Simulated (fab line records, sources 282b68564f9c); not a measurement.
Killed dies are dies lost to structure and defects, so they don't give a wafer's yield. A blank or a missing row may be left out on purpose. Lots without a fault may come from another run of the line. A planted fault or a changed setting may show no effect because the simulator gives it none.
fab line records | flow rit_cmos
record lots=7 wafers=21 last_day=6
route steps=202 shown NRETRO@60 PRETRO@64 GATE@75 M1@202
lots that met no fault: from a run of the same line without faults
start_h: hours from the record's first day to the start of the lot's first wafer shown | wait_h: hours since the lot's step before | " the same as in the row above | L1.1+2: a row that stands for several wafers | - no value, or no start given | * or withheld: withheld | < > ~ a bound
route shown NAME@n: a module of which the file shows steps, and the number in the route of the first | usual: mean/standard deviation of fault-free wafers | same: alike in all rows | chamber/n: place in a boat | sites: the reading at each site | _std_site: their standard deviation | _edge_site: outer sites' mean less inner sites' | radius_mm: how far each site lies from the wafer's centre | mask NAME#n: copy n | behind: the tool/chamber that last shaped the wafer | hold: why the lot was held/for how many hours/how that ended | device: the transistor (n, p or np) that didn't switch | end of line: the same wafers' tests at the end of the route | a step without rows: its recipe alone | killed: dies lost to structure and defects at the first sort, not the wafer's yield | map: a wafer's dies, x killed, . not, _ none there
set.NAME: the setting as run; set.NAME@STEP: as run at that earlier step | model.NAME: the simulator's own value behind a step, which no gauge read
lots at some steps of the route; a table a step, a row a wafer
services: from which hour (start_h, from the record's first day; less than 0 if before it) a tool's chamber was out of use, for how many hours, and why
## steps
# step RIT_NRETRO_HARDBAKE_07
# recipe resist=NOVOLAK temp_c=140 time_s=120
# step RIT_NRETRO_IMPLANT_08
# recipe species=P energy_kev=70 dose_cm2=1e+13 tilt_deg=7
# step RIT_NRETRO_STRIP_09
# recipe chemistry=O2 time_s=180 resist=NOVOLAK platen_temp_c=withheld power_w=500 pressure_mtorr=4000 o2_flow_sccm=4000
# usual drypump_motor_current_A=6.0/0.41
# columns lot.wafer tool chamber start_h wait_h drypump_motor_current_A rf_hours_counter_h
L420.1 plasma_asher-01 0 39.12 0.1 5.9 40
L420.2 " 1 " " 6.1 40
L420.4 " 1 " " 6.1 -
L422.3 plasma_asher-01 0 50.57 0.1 5.9 -
L422.5 " 1 " " 6.1 -
L422.6 " 0 " " 5.9 -
L430.2 plasma_asher-02 1 94.61 0.1 5.7 45
L430.5 " 0 " " 5.9 -
L430.6 " 1 " " 5.7 -
L432.4 plasma_asher-02 0 100.93 0.1 6.0 -
L432.5 " 1 " " 5.7 -
L432.6 " 0 " " 6.0 -
L433.2 plasma_asher-02 1 106.38 0.1 5.7 46
L433.5 " 0 " " 6.0 -
L433.6 " 1 " " 5.7 -
L434.1 plasma_asher-02 0 110.28 0.1 6.0 47
L434.5 " 0 " " 6.0 -
L434.6 " 1 " " 5.7 -
L437.1 plasma_asher-04 1 124.93 0.1 5.5 35
L437.2 " 0 " " 6.8 35
L437.3 " 0 " " 6.8 -
# step RIT_NRETRO_TW_MEAS_10
# usual NRETRO_TW=1040/12
# columns lot.wafer tool chamber start_h wait_h NRETRO_TW
L420.1 film_metro-03 - 39.29 0.1 1056
L420.2 " - " " 1054
L420.4 " - " " 1056
L422.3 film_metro-03 - 50.70 0.1 1058
L422.5 " - " " 1052
L422.6 " - " " 1055
L430.2 film_metro-01 - 94.80 0.1 1029
L430.5 " - " " 1032
L430.6 " - " " 1023
L432.4 film_metro-01 - 101.08 0.1 1027
L432.5 " - " " 1028
L432.6 " - " " 1024
L433.2 film_metro-03 - 106.57 0.1 1050
L433.5 " - " " 1055
L433.6 " - " " 1051
L434.1 film_metro-01 - 110.46 0.1 1021
L434.5 " - " " 1028
L434.6 " - " " 1027
L437.1 film_metro-01 - 125.11 0.1 1030
L437.2 " - " " 1029
L437.3 " - " " 1034
# step RIT_PRETRO_HMDS_00
# recipe prime_time_s=60 prime_temp_c=140
# step RIT_PRETRO_COAT_01
# recipe resist=NOVOLAK spin_rpm=2000 resist_thk_nm=1300
# step RIT_PRETRO_SOFTBAKE_02
# recipe resist=NOVOLAK temp_c=90 time_s=60
# step RIT_PRETRO_EXPOSE_03
# recipe mask_id=M5 na=0.57 target_cd_nm=43700 dose_mj=250
# step RIT_PRETRO_PEB_04
# recipe resist=NOVOLAK temp_c=withheld time_s=withheld
# step RIT_PRETRO_DEVELOP_05
# recipe resist=NOVOLAK develop_time_s=68 dev_temp_c=23
# step RIT_PRETRO_OVL_MEAS_06
# usual PRETRO_OVL=1.4/1.4
# columns lot.wafer tool chamber start_h wait_h PRETRO_OVL[nm]
L420.1 overlay-02 - 40.23 - 1.5
L420.2 " - " " 4.3
L420.4 " - " " 1.6
L422.3 overlay-01 - 51.63 - 1.6
L422.5 " - " " 0.0
L422.6 " - " " -0.2
L430.2 overlay-02 - 95.73 - 3.0
L430.5 " - " " 3.9
L430.6 " - " " 5.8
L432.4 overlay-02 - 102.01 - 2.2
L432.5 " - " " 2.0
L432.6 " - " " 2.8
L433.2 overlay-01 - 107.52 - 3.9
L433.5 " - " " 1.9
L433.6 " - " " 3.1
L434.1 overlay-02 - 111.52 - 0.4
L434.5 " - " " -0.2
L434.6 " - " " -0.4
L437.1 overlay-02 - 126.07 - 0.3
L437.2 " - " " 2.2
L437.3 " - " " -0.8
# step RIT_PRETRO_HARDBAKE_07
# recipe resist=NOVOLAK temp_c=140 time_s=120
# step RIT_PRETRO_IMPLANT_08
# recipe species=B energy_kev=45 dose_cm2=1.2e+13 tilt_deg=7
# usual dose_ions_cm2=1.2e+13/1.2e+10 faraday_current_uA=38.0/0.72
# columns lot.wafer tool chamber start_h wait_h dose_ions_cm2 faraday_current_uA
L420.1 implanter-01 0 40.52 0.2 1.1997e+13 38.1
L420.2 " 0 " " 1.1995e+13 37.4
L420.4 " 0 " " 1.2025e+13 38.6
L422.3 implanter-03 0 51.96 0.2 1.198e+13 37.9
L422.5 " 0 " " 1.1992e+13 38.3
L422.6 " 0 " " 1.2002e+13 38.7
L430.2 implanter-03 0 96.04 0.2 7.727e+12 23.6
L430.5 " 0 " " 7.706e+12 24.3
L430.6 " 0 " " 7.745e+12 24.5
L432.4 implanter-03 0 102.35 0.2 7.728e+12 24.8
L432.5 " 0 " " 7.731e+12 25.1
L432.6 " 0 " " 7.726e+12 24.2
L433.2 implanter-03 0 107.83 0.2 7.709e+12 24.5
L433.5 " 0 " " 7.73e+12 24.4
L433.6 " 0 " " 7.731e+12 23.6
L434.1 implanter-01 0 111.81 0.2 1.2e+13 37.7
L434.5 " 0 " " 1.2003e+13 39.0
L434.6 " 0 " " 1.2001e+13 38.4
L437.1 implanter-04 0 126.35 0.2 1.2004e+13 37.9
L437.2 " 0 " " 1.2005e+13 38.4
L437.3 " 0 " " 1.1993e+13 38.0
# step RIT_PRETRO_STRIP_09
# recipe chemistry=O2 time_s=180 resist=NOVOLAK platen_temp_c=withheld power_w=500 pressure_mtorr=4000 o2_flow_sccm=4000
# usual drypump_motor_current_A=6.01/0.18
# columns lot.wafer tool chamber start_h wait_h drypump_motor_current_A rf_hours_counter_h
L420.1 plasma_asher-03 0 40.67 0.1 5.88 40
L420.2 " 1 " " 6.28 40
L420.4 " 0 " " 5.88 -
L422.3 plasma_asher-01 0 52.12 0.1 5.91 -
L422.5 " 0 " " 5.91 -
L422.6 " 1 " " 6.17 -
L430.2 plasma_asher-03 1 96.16 0.1 6.32 46
L430.5 " 1 " " 6.30 -
L430.6 " 0 " " 5.86 -
L432.4 plasma_asher-03 0 102.48 0.1 5.87 -
L432.5 " 1 " " 6.31 -
L432.6 " 0 " " 5.88 -
L433.2 plasma_asher-02 1 107.95 0.1 5.74 47
L433.5 " 0 " " 5.98 -
L433.6 " 1 " " 5.75 -
L434.1 plasma_asher-02 1 111.96 0.1 5.79 47
L434.5 " 0 " " 5.96 -
L434.6 " 1 " " 5.71 -
L437.1 plasma_asher-03 1 126.50 0.1 6.30 51
L437.2 " 0 " " 5.89 51
L437.3 " 1 " " 6.27 -
# step RIT_PRETRO_TW_MEAS_10
# usual PRETRO_TW=470/4.1
# columns lot.wafer tool chamber start_h wait_h PRETRO_TW
L420.1 film_metro-04 - 40.84 0.1 465
L420.2 " - " " 466
L420.4 " - " " 466
L422.3 film_metro-04 - 52.25 0.1 468
L422.5 " - " " 470
L422.6 " - " " 471
L430.2 film_metro-04 - 96.35 0.1 407
L430.5 " - " " 408
L430.6 " - " " 407
L432.4 film_metro-03 - 102.63 0.1 416
L432.5 " - " " 418
L432.6 " - " " 416
L433.2 film_metro-04 - 108.14 0.1 407
L433.5 " - " " 407
L433.6 " - " " 408
L434.1 film_metro-03 - 112.13 0.1 476
L434.5 " - " " 476
L434.6 " - " " 475
L437.1 film_metro-02 - 126.68 0.1 474
L437.2 " - " " 473
L437.3 " - " " 474
# step RIT_GATE_WET_ETCH_00
# recipe chemistry=BOE target=SiO2 target_depth_nm=56 time_s=60 dry=n2_spin dilution=10:1 temp_c=21.5
# step RIT_M1_PROBE_99
# usual killed_at_contacts=0.1/0.38 killed_at_front_end=6.9/2.9 killed_dies=7.1/3 killed_open=3.5/2.1 killed_short=3.5/2
# same gross_dies=264 killed_at_M0_to_M3=0 killed_at_M4_up=0 killed_at_back_side=0 killed_at_other=0
# columns lot.wafer tool chamber start_h wait_h killed_at_contacts killed_at_front_end killed_dies killed_open killed_short model.etest.nmos_0p3.r_on_ohm_um model.etest.nmos_0p15.r_on_ohm_um model.etest.nmos_turned.drive_ua_um model.etest.nmos_0p15.drive_ua_um model.etest.nmos_0p3.drive_ua_um model.etest.nmos_narrow.drive_ua_um model.etest.nmos_0p15.off_log10_a_um model.etest.retro_edge_nmos.off_log10_a_um
L420.1 prober-02 - 67.45 0.1 1 4 5 3 2 2138 1128 338.3 470.4 234.3 238.2 -10.15 -9.988
L420.2 prober-02 - 67.50 0.1 0 5 5 1 4 2144 1154 322.9 456.2 230.5 234.9 -10.51 -10.15
L420.4 prober-02 - 67.60 0.2 0 6 6 2 4 2092 1085 349.6 483.9 235.7 238.4 -10 -9.88
L422.3 prober-02 - 78.40 0.2 1 9 10 5 5 2193 1175 301.9 440.1 218.7 221.4 -10.62 -10.5
L422.5 prober-02 - 78.50 0.2 0 3 3 3 0 2185 1163 301.7 443.2 220 222.5 -10.69 -10.52
L422.6 prober-02 - 78.55 0.2 0 5 5 3 2 2217 1178 306.9 443 217.2 217.9 -10.7 -10.54
L430.2 prober-01 - 123.03 0.1 0 19 19 11 8 2069 1151 353.8 483.9 249.8 248.7 -9.486 -9.431
L430.5 prober-01 - 123.18 0.2 0 5 5 2 3 2088 1168 347.5 475.6 247.2 247.6 -9.68 -9.546
L430.6 prober-01 - 123.23 0.2 0 10 10 8 2 2044 1122 353.3 497.7 254.1 246.8 -9.483 -9.415
L432.4 prober-02 - 128.34 0.2 0 9 9 4 5 2002 1043 397 523.5 254.4 256.8 -8.866 -8.757
L432.5 prober-02 - 128.39 0.2 0 8 8 4 4 1991 1067 384.1 515.1 257.2 255.1 -9.182 -8.914
L432.6 prober-02 - 128.44 0.2 0 9 9 3 6 2016 1054 394 513.4 253.2 250.6 -8.921 -8.957
L433.2 prober-02 - 136.73 0.1 0 4 4 3 1 2089 1159 358.4 476.4 244 242.6 -9.527 -9.389
L433.5 prober-02 - 136.88 0.2 0 10 10 5 5 2060 1107 361.4 486.9 243.7 243 -9.6 -9.567
L433.6 prober-02 - 136.93 0.2 0 4 4 1 3 2093 1142 359.5 482.3 245.4 246.3 -9.495 -9.443
L434.1 prober-01 - 138.18 0.1 0 5 5 3 2 2191 1131 325.7 464.7 219.4 216.3 -9.852 -9.626
L434.5 prober-01 - 138.38 0.2 0 3 3 3 0 2164 1102 334.8 475.6 219.4 218.5 -9.541 -9.39
L434.6 prober-01 - 138.43 0.2 0 8 8 3 5 2207 1115 323.1 466.7 213.8 210.9 -9.855 -9.733
L437.1 prober-02 - 152.84 0.1 0 14 14 5 9 2180 1167 322.7 452.2 220.3 217 -10.27 -10.14
L437.2 prober-02 - 152.89 0.1 0 10 10 6 4 2184 1138 319.4 455.1 220.8 214.9 -10.31 -10.25
L437.3 prober-02 - 152.94 0.2 0 8 8 5 3 2147 1113 334 469.8 227.4 224.1 -9.987 -9.898
# killed by level:class
L420.1 GATE:geometric_particle:open=1 REOX:geometric_particle:short=1 SPACER:geometric_particle:short=1 SILICIDE:geometric_particle:open=1 CONTACT:geometric_particle:open=1
L420.2 GATE:geometric_particle:short=2 FOX1:geometric_particle:open=1 FOX1:geometric_particle:short=1 SILICIDE:geometric_particle:short=1
L420.4 SPACER:geometric_particle:short=2 FOX1:geometric_particle:short=1 REOX:geometric_particle:open=1 SPACER:geometric_particle:open=1 SILICIDE:geometric_particle:short=1
L422.3 SILICIDE:geometric_particle:short=4 GATE:geometric_particle:open=3 FOX1:geometric_particle:open=1 REOX:geometric_particle:open=1 CONTACT:geometric_particle:short=1
L422.5 REOX:geometric_particle:open=2 FOX2:geometric_particle:open=1
L422.6 FOX1:geometric_particle:open=3 FOX1:geometric_particle:short=1 SPACER:geometric_particle:short=1
L430.2 FOX1:geometric_particle:open=6 GATE:geometric_particle:short=3 FOX1:geometric_particle:short=2 GATE:geometric_particle:open=2 REOX:geometric_particle:open=2 SILICIDE:geometric_particle:short=2 REOX:geometric_particle:short=1 SILICIDE:geometric_particle:open=1
L430.5 FOX1:geometric_particle:short=1 FOX1:geometric_particle:open=1 GATE:geometric_particle:short=1 REOX:geometric_particle:open=1 REOX:geometric_particle:short=1
L430.6 GATE:geometric_particle:open=5 SPACER:geometric_particle:open=3 FOX1:geometric_particle:short=1 REOX:geometric_particle:short=1
L432.4 GATE:geometric_particle:open=2 REOX:geometric_particle:short=2 FOX2:geometric_particle:short=1 GATE:geometric_particle:short=1 SPACER:geometric_particle:short=1 SPACER:geometric_particle:open=1 SILICIDE:geometric_particle:open=1
L432.5 GATE:geometric_particle:short=3 SPACER:geometric_particle:open=3 FOX1:geometric_particle:short=1 GATE:geometric_particle:open=1
L432.6 FOX2:geometric_particle:short=4 GATE:geometric_particle:short=1 REOX:geometric_particle:short=1 REOX:geometric_particle:open=1 SPACER:geometric_particle:open=1 SILICIDE:geometric_particle:open=1
L433.2 SILICIDE:geometric_particle:open=2 FOX2:geometric_particle:open=1 SILICIDE:geometric_particle:short=1
L433.5 GATE:geometric_particle:open=4 GATE:geometric_particle:short=2 ACTIVE:geometric_particle:short=1 SPACER:geometric_particle:short=1 SPACER:geometric_particle:open=1 SILICIDE:geometric_particle:short=1
L433.6 FOX1:geometric_particle:short=2 GATE:geometric_particle:short=1 REOX:geometric_particle:open=1
L434.1 GATE:geometric_particle:open=3 REOX:geometric_particle:short=2
L434.5 FOX1:geometric_particle:open=1 GATE:geometric_particle:open=1 SPACER:geometric_particle:open=1
L434.6 GATE:geometric_particle:short=4 FOX1:geometric_particle:open=2 FOX1:geometric_particle:short=1 GATE:geometric_particle:open=1
L437.1 GATE:geometric_particle:short=4 SPACER:geometric_particle:short=4 REOX:geometric_particle:open=2 SPACER:geometric_particle:open=2 FOX2:geometric_particle:open=1 REOX:geometric_particle:short=1
L437.2 REOX:geometric_particle:short=3 REOX:geometric_particle:open=3 GATE:geometric_particle:open=2 FOX1:geometric_particle:open=1 FOX2:geometric_particle:short=1
L437.3 GATE:geometric_particle:open=4 FOX1:geometric_particle:open=1 FOX1:geometric_particle:short=1 GATE:geometric_particle:short=1 REOX:geometric_particle:short=1
## services
# columns tool chamber start_h hours kind
implanter-04 - 25.48 0.5 repair
plasma_asher-03 - 45.70 3.9 repair
implanter-04 - 54.61 3.2 pm
plasma_asher-04 - 67.36 4.3 pm
plasma_asher-01 - 86.36 44.0 repair
implanter-04 - 112.19 1.7 repair
## key
first_sign step=RIT_PRETRO_IMPLANT_08 reading=dose_ions_cm2 direction=down sigmas=99+ usual=1.2e+13 struck=7.726e+12
effect step=RIT_PRETRO_IMPLANT_08 reading=faraday_current_uA direction=down sigmas=19 usual=38.0 struck=24.3
effect step=RIT_PRETRO_TW_MEAS_10 reading=PRETRO_TW direction=down sigmas=14 usual=470 struck=411
model_effect step=RIT_M1_PROBE_99 value=etest.nmos_0p3.r_on_ohm_um without=2204 struck=2050
met_at RIT_PRETRO_IMPLANT_08
struck_wafers L430.2,L430.5,L430.6,L432.4,L432.5,L432.6,L433.2,L433.5,L433.6
tester_left_out L430,L432,L433
onset_between 51.96 96.04
fault kind=process_parameter_drift tool=implanter-03 chamber=- onset_h=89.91 steps=RIT_PRETRO_IMPLANT_08 channel=dose_cm2 offset=-4.2823e+12 shape=step end_h=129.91 acts_in=these_recipes_only stated=1.2e+13
# tester_left_out: of these lots the tester's yield and bins aren't shown, on N5 and GAA mostly nor the transistor test; their killed dies are dies lost to structure and defects alone, not to doping, threshold or leakage, so they don't give the yield
